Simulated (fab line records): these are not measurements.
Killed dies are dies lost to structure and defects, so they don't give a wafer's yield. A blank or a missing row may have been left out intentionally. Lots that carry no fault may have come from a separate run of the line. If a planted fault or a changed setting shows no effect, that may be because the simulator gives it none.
fab line records	flow berkeleyCmos170
record: lots: 14	wafers: 42	lastDay: 13
route steps=331 shown NWELL@28 M2@286 V2@292
lots with no fault: from the same line, run without faults
startH: start of the lot's first displayed wafer, in hours after the record's first day	waitH: hours elapsed since this lot's preceding step	" identical to the entry in the row above	L1.1+2: a single row standing in for several wafers	- either no value or no given start	* or withheld: withheld	< > ~ a bound
route shown NAME@n: NAME is a module with steps in the file, n the number in the route of the first one	usual: mean/standard deviation taken from wafers without a fault	same: alike in all rows	chamber/n: place in a boat	sites: each site's reading	_std_site: the standard deviation of these	_edge_site: the outer-site mean with the inner-site mean subtracted	radiusMm: for every site, how far away it sits from the centre of the wafer	mask NAME#n: copy n	behind: the last tool/chamber to shape the wafer	hold: reason for holding the lot/hours on hold/outcome of the hold	device: names the non-switching transistor (n, p or np)	end of line: tests run on the same wafers once the route is complete	for a step that has no rows: nothing shown but its recipe	killed: count of dies lost to structure and defects at first sort (not the wafer's yield)	map: a wafer's dies, marking killed ones x, the rest . and places with no die _
set.NAME: setting as actually run; set.NAME@STEP: the setting as run at that earlier step	model.NAME: the simulator's own value behind a step, which no gauge read
route steps across a sampled set of lots; one table per step, one row per wafer
services: the hour from which a tool's chamber was out of use, counted from the record's first day as startH (under 0 if before that day), plus the number of hours and why
== steps ==
step: UCB170_NWELL_IMPLANT_14
recipe: species: P	doseCm2: 1e+13	energyKev: 152.5	tiltDeg: 7
usual: doseIonsCm2: 9.998e+12/1.1e+10	faradayCurrentUA: 31.9/0.6
lot.wafer	tool	chamber	startH	waitH	doseIonsCm2	faradayCurrentUA
L856.3	implanter-02	0	51.63	0.1	9.996e+12	31.7
L856.4	"	0	"	"	9.984e+12	32.4
L856.5	"	0	"	"	9.983e+12	31.6
L855.3	implanter-04	0	51.87	0.1	9.999e+12	32.1
L855.5	"	0	"	"	1.0008e+13	31.8
L855.6	"	0	"	"	1.0004e+13	31.7
L857.1	implanter-04	0	63.57	0.1	1.0004e+13	32.8
L857.3	"	0	"	"	1.0004e+13	32.5
L857.6	"	0	"	"	9.991e+12	31.6
L858.2	implanter-04	0	64.03	0.1	9.991e+12	32.3
L858.3	"	0	"	"	1.0012e+13	31.7
L858.5	"	0	"	"	9.99e+12	31.4
L862.3	implanter-02	0	70.68	0.1	1.0015e+13	31.6
L862.5	"	0	"	"	9.987e+12	32.0
L862.6	"	0	"	"	9.997e+12	30.3
L861.2	implanter-03	0	70.93	0.1	9.999e+12	32.0
L861.3	"	0	"	"	1.0005e+13	32.3
L861.5	"	0	"	"	1.0001e+13	31.3
L860.1	implanter-03	0	71.63	0.1	9.996e+12	31.1
L860.4	"	0	"	"	9.994e+12	32.2
L860.5	"	0	"	"	1.0015e+13	32.0
L864.1	implanter-04	0	78.44	0.1	1.301e+13	41.4
L864.5	"	0	"	"	1.2995e+13	44.1
L864.6	"	0	"	"	1.299e+13	40.7
L866.1	implanter-04	0	97.18	0.1	1.2988e+13	41.8
L866.2	"	0	"	"	1.3002e+13	39.9
L866.4	"	0	"	"	1.2992e+13	41.2
L869.3	implanter-03	0	113.65	0.1	9.977e+12	31.0
L869.4	"	0	"	"	9.99e+12	32.7
L869.6	"	0	"	"	9.995e+12	32.1
L870.2	implanter-02	0	115.68	0.1	9.997e+12	32.0
L870.3	"	0	"	"	1.0001e+13	32.0
L870.4	"	0	"	"	9.992e+12	32.0
L874.1	implanter-02	0	143.57	0.1	9.99e+12	31.7
L874.5	"	0	"	"	1.0012e+13	31.7
L874.6	"	0	"	"	1.0005e+13	31.7
L877.1	implanter-02	0	147.42	0.1	1.0009e+13	31.7
L877.3	"	0	"	"	9.991e+12	31.5
L877.4	"	0	"	"	1.0004e+13	31.4
L876.2	implanter-03	0	147.69	0.1	9.997e+12	32.1
L876.3	"	0	"	"	9.989e+12	31.1
L876.4	"	0	"	"	9.999e+12	32.7
step: UCB170_NWELL_TW_MEAS_16
usual: NWELL_TW: 1255/4.6
lot.wafer	tool	chamber	startH	waitH	NWELL_TW
L856.3	filmMetro-04	-	51.85	0.1	1259
L856.4	"	-	"	"	1257
L856.5	"	-	"	"	1255
L855.3	filmMetro-04	-	52.09	0.1	1256
L855.5	"	-	"	"	1259
L855.6	"	-	"	"	1249
L857.1	filmMetro-03	-	63.82	0.1	1258
L857.3	"	-	"	"	1254
L857.6	"	-	"	"	1259
L858.2	filmMetro-04	-	64.27	0.1	1256
L858.3	"	-	"	"	1255
L858.5	"	-	"	"	1253
L862.3	filmMetro-01	-	70.90	0.1	1252
L862.5	"	-	"	"	1247
L862.6	"	-	"	"	1250
L861.2	filmMetro-04	-	71.16	0.1	1251
L861.3	"	-	"	"	1255
L861.5	"	-	"	"	1254
L860.1	filmMetro-01	-	71.88	0.1	1251
L860.4	"	-	"	"	1254
L860.5	"	-	"	"	1253
L864.1	filmMetro-01	-	78.69	0.1	1362
L864.5	"	-	"	"	1360
L864.6	"	-	"	"	1367
L866.1	filmMetro-01	-	97.43	0.1	1370
L866.2	"	-	"	"	1364
L866.4	"	-	"	"	1370
L869.3	filmMetro-04	-	113.87	0.1	1255
L869.4	"	-	"	"	1251
L869.6	"	-	"	"	1249
L870.2	filmMetro-04	-	115.92	0.1	1257
L870.3	"	-	"	"	1263
L870.4	"	-	"	"	1255
L874.1	filmMetro-03	-	143.82	0.1	1257
L874.5	"	-	"	"	1253
L874.6	"	-	"	"	1249
L877.1	filmMetro-03	-	147.67	0.1	1248
L877.3	"	-	"	"	1252
L877.4	"	-	"	"	1256
L876.2	filmMetro-04	-	147.92	0.1	1259
L876.3	"	-	"	"	1260
L876.4	"	-	"	"	1250
step: UCB170_M2_CD_MEAS_15
recipe: targetCdNm: 700
usual: cdNm: 700.0/1.2
lot.wafer	tool	chamber	startH	waitH	cdNm
L855.3	cdSem-02	-	199.15	-	700.3
L855.5	"	-	"	"	701.2
L855.6	"	-	"	"	701.0
L856.3	cdSem-02	-	200.36	-	702.3
L856.4	"	-	"	"	702.6
L856.5	"	-	"	"	702.1
L860.1	cdSem-02	-	222.30	-	701.3
L860.4	"	-	"	"	699.1
L860.5	"	-	"	"	701.0
L862.3	cdSem-02	-	222.56	-	700.0
L862.5	"	-	"	"	700.2
L862.6	"	-	"	"	699.4
L858.2	cdSem-01	-	222.81	-	699.8
L858.3	"	-	"	"	699.7
L858.5	"	-	"	"	699.3
L861.2	cdSem-01	-	223.73	-	698.0
L861.3	"	-	"	"	697.9
L861.5	"	-	"	"	699.1
L857.1	cdSem-01	-	224.08	-	700.0
L857.3	"	-	"	"	701.1
L857.6	"	-	"	"	701.6
L864.1	cdSem-01	-	227.19	-	698.8
L864.5	"	-	"	"	700.1
L864.6	"	-	"	"	699.3
L866.1	cdSem-02	-	242.26	-	701.5
L866.2	"	-	"	"	700.3
L866.4	"	-	"	"	700.9
L869.3	cdSem-02	-	257.94	-	698.0
L869.4	"	-	"	"	698.8
L869.6	"	-	"	"	699.3
L870.2	cdSem-02	-	265.69	-	698.8
L870.3	"	-	"	"	698.7
L870.4	"	-	"	"	699.0
L874.1	cdSem-01	-	285.28	-	699.6
L874.5	"	-	"	"	698.2
L874.6	"	-	"	"	699.2
L877.1	cdSem-02	-	293.90	-	700.7
L877.3	"	-	"	"	701.6
L877.4	"	-	"	"	700.5
L876.2	cdSem-02	-	297.91	-	700.0
L876.3	"	-	"	"	700.8
L876.4	"	-	"	"	700.1
step: UCB170_V2_CVD_00
recipe: material: SiO2	targetThkNm: 2000	tempC: 390	precursor: TEOS/O2	timeS: 250	rfW: 550	pressureMtorr: 9000
usual: heaterPowerW: 246/57
lot.wafer	tool	chamber	startH	waitH	heaterPowerW	sinceWetCleanH
L855.3	pecvd-02	0	199.90	0.1	191	278
L855.5	"	0	"	"	251	-
L855.6	"	1	"	"	147	-
L856.3	pecvd-01	1	201.00	0.1	143	387
L856.4	"	0	"	"	362	-
L856.5	"	1	"	"	199	-
L860.1	pecvd-03	1	223.09	0.1	317	74
L860.4	"	1	"	"	239	-
L860.5	"	0	"	"	212	-
L862.3	pecvd-01	0	223.31	0.1	317	409
L862.5	"	0	"	"	257	-
L862.6	"	2	"	"	293	-
L858.2	pecvd-02	0	223.40	0.1	251	302
L858.3	"	1	"	"	230	302
L858.5	"	2	"	"	231	-
L861.2	pecvd-03	1	224.50	0.1	326	75
L861.3	"	0	"	"	298	75
L861.5	"	0	"	"	209	-
L857.1	pecvd-01	0	224.87	0.1	276	410
L857.3	"	2	"	"	282	410
L857.6	"	0	"	"	346	-
L864.1	pecvd-03	2	227.99	0.1	268	79
L864.5	"	2	"	"	201	-
L864.6	"	0	"	"	215	-
L866.1	pecvd-02	1	242.88	0.1	185	321
L866.2	"	2	"	"	279	321
L866.4	"	1	"	"	222	-
L869.3	pecvd-02	1	258.50	0.1	226	337
L869.4	"	2	"	"	321	-
L869.6	"	1	"	"	150	-
L870.2	pecvd-03	2	266.27	0.1	205	117
L870.3	"	1	"	"	338	117
L870.4	"	1	"	"	242	-
L874.1	pecvd-03	1	285.89	0.1	315	136
L874.5	"	2	"	"	197	-
L874.6	"	0	"	"	215	-
L877.1	pecvd-01	1	294.51	0.1	219	38
L877.3	"	0	"	"	388	38
L877.4	"	1	"	"	142	-
L876.2	pecvd-01	2	298.49	0.1	270	42
L876.3	"	1	"	"	211	42
L876.4	"	0	"	"	374	-
step: UCB170_V2_THK_MEAS_01
recipe: reads: SiO2_of_V2_CVD_00
usual: V2_TEOS_THK: 1997/30
lot.wafer	tool	chamber	startH	waitH	V2_TEOS_THK[nm]
L855.3	filmMetro-04	-	200.08	0.1	1995
L855.5	"	-	"	"	2009
L855.6	"	-	"	"	2009
L856.3	filmMetro-03	-	201.17	0.1	1979
L856.4	"	-	"	"	1974
L856.5	"	-	"	"	2001
L860.1	filmMetro-04	-	223.25	0.1	1968
L860.4	"	-	"	"	2015
L860.5	"	-	"	"	1960
L862.3	filmMetro-03	-	223.48	0.1	1969
L862.5	"	-	"	"	1999
L862.6	"	-	"	"	2038
L858.2	filmMetro-02	-	223.56	0.1	1955
L858.3	"	-	"	"	1970
L858.5	"	-	"	"	1992
L861.2	filmMetro-04	-	224.67	0.1	1947
L861.3	"	-	"	"	1914
L861.5	"	-	"	"	1965
L857.1	filmMetro-03	-	225.03	0.1	1965
L857.3	"	-	"	"	1995
L857.6	"	-	"	"	1997
L864.1	filmMetro-03	-	228.14	0.1	1995
L864.5	"	-	"	"	2010
L864.6	"	-	"	"	1969
L866.1	filmMetro-04	-	243.04	0.1	1978
L866.2	"	-	"	"	1954
L866.4	"	-	"	"	2036
L869.3	filmMetro-03	-	258.68	0.1	1988
L869.4	"	-	"	"	2009
L869.6	"	-	"	"	2005
L870.2	filmMetro-02	-	266.44	0.1	2020
L870.3	"	-	"	"	1970
L870.4	"	-	"	"	2010
L874.1	filmMetro-04	-	286.04	0.1	2005
L874.5	"	-	"	"	2043
L874.6	"	-	"	"	1969
L877.1	filmMetro-03	-	294.67	0.1	2007
L877.3	"	-	"	"	2046
L877.4	"	-	"	"	2027
L876.2	filmMetro-03	-	298.66	0.1	1999
L876.3	"	-	"	"	2006
L876.4	"	-	"	"	2062
== services ==
tool	chamber	startH	hours	kind
implanter-03	-	33.57	2.5	repair
implanter-03	-	41.56	19.5	pm
implanter-04	-	55.36	0.6	repair
pecvd-02	-	80.62	5.5	pm
pecvd-01	2	88.36	6.2	repair
implanter-02	-	122.96	1.2	repair
pecvd-01	-	130.61	5.5	pm
pecvd-03	2	133.27	11.9	repair
pecvd-03	-	135.50	14.0	pm
pecvd-03	0	135.50	14.0	ventCycle
pecvd-03	1	135.50	14.0	ventCycle
pecvd-03	2	135.50	14.0	ventCycle
pecvd-02	0	145.46	12.0	repair
pecvd-03	0	149.50	-	clean
pecvd-03	1	149.50	-	clean
pecvd-03	1	154.32	5.5	repair
pecvd-03	-	160.48	0.7	repair
implanter-03	-	162.43	3.8	repair
implanter-02	-	172.92	5.2	pm
implanter-04	-	220.77	4.1	repair
pecvd-03	0	239.29	8.6	repair
pecvd-01	-	242.50	14.0	pm
implanter-04	-	271.64	2.3	repair
implanter-02	-	280.44	5.4	pm
== key ==
firstSign: step: UCB170_NWELL_IMPLANT_14	reading: doseIonsCm2	direction: up	sigmas: 99+	usual: 9.998e+12	struck: 1.2996e+13
effect: step: UCB170_NWELL_IMPLANT_14	reading: faradayCurrentUA	direction: up	sigmas: 16	usual: 31.9	struck: 41.5
effect: step: UCB170_NWELL_TW_MEAS_16	reading: NWELL_TW	direction: up	sigmas: 24	usual: 1255	struck: 1366
metAt UCB170_NWELL_IMPLANT_14
struckLots L864,L866
testerLeftOut L864,L866
notActingAt UCB170_M2_CD_MEAS_15,UCB170_V2_CVD_00,UCB170_V2_THK_MEAS_01
onsetBetween 64.03 78.44
fault: kind: processParameterDrift	tool: implanter-04	chamber: -	onsetH: 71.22	steps: UCB170_NWELL_IMPLANT_14	channel: doseCm2	offset: 3e+12	shape: step	endH: 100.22	actsIn: theseRecipesOnly	stated: 1e+13
testerLeftOut: of these lots the tester's yield and bins aren't shown, on N5 and GAA mostly nor the transistor test; their killed dies are dies lost to structure and defects alone, not to doping, threshold or leakage, so they don't give the yield
